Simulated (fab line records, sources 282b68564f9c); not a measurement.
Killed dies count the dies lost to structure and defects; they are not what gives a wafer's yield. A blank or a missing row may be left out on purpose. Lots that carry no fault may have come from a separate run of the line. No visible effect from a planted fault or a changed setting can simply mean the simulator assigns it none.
Code-filled problem report in 8D (eight disciplines) form ; flow ritCmos ; the parts of the form that need people (team, actions taken, sign-off) are left out

1. PROBLEM STATEMENT
Wafers without a fault read 52.02 W, standard deviation 0.058; heaterPowerTotalW at RIT_M1_HARDBAKE_11 reads a mean of 51.44 W on 8 wafers belonging to 3 lots. That puts it -10 standard deviations away from the usual mean.
The step: time 120 s.
Seen first at day 6 15:11 on lithoTrack-02, wafer L720.2. Wafers with a number at this step in the record: 44, from 15 lots. Rule for "out" (also "out of limits"): further than 4 standard deviations from the usual mean. All remaining wafers that have a number are taken as sound.

2. WHAT IT IS, AND WHAT IT ISN'T
question;is;is not
which readings at this step;heaterPowerTotalW, plateTempC;chillPlateTempC
which lots;L720, L722, L723;L706, L707, L708, L709, L710, L711, L715, L716, L718, L719, L721, L724
which wafers of those lots;all that have a number;-
read on which tools;lithoTrack-02;lithoTrack-01, lithoTrack-04
when;from day 6 15:11;"up to then (30 sound wafers); but 6 sound wafers of L721, L724 came after"

3. SUSPECTS, AND WHAT RULES EACH OUT
Counting: a tool stays on the suspect list if, at a process step up to the reading, it processed all lots that are out and no sound lot following the first of them.
- lithoTrack-02 at RIT_M1_HARDBAKE_11 (time 120 s): kept. All lots that are out passed through it, beginning with L720 at day 6 15:11, and no sound lot followed; its final sound lot before that point was L719 at day 6 09:13. Out on those wafers are its own readings of heaterPowerTotalW, plateTempC.
Left after counting: lithoTrack-02 at RIT_M1_HARDBAKE_11.

4. THE CAUSE (what the simulator had put in)
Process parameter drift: lithoTrack-02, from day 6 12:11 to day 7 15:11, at RIT_M1_HARDBAKE_11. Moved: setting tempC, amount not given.
Only this tool survived the counting.

5. THE CHAIN OF EFFECTS, in route order
Each row: a reading where the mean over the struck wafers with a number is more than 3 standard deviations away from the usual. Scope: only readings with a usual standard deviation given in the record; hours: median across lots of the time from each lot's start at the first step in this table that gives one to its start at this step; sigmas: change in usual standard deviations.
hours;step;reading;usual;on struck wafers;change;sigmas
0;RIT_M1_HARDBAKE_11;heaterPowerTotalW;52.02 W;51.44;-0.58;-10
0;RIT_M1_HARDBAKE_11;plateTempC;139.99 C;138.81;-1.18;-7.9
The process steps in it:
- RIT_M1_HARDBAKE_11: time 120 s.

6. WHAT WOULD HAVE CAUGHT IT SOONER
In this record the first reading out of limits was taken at day 6 15:11, 3 hours after the fault began at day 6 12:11.
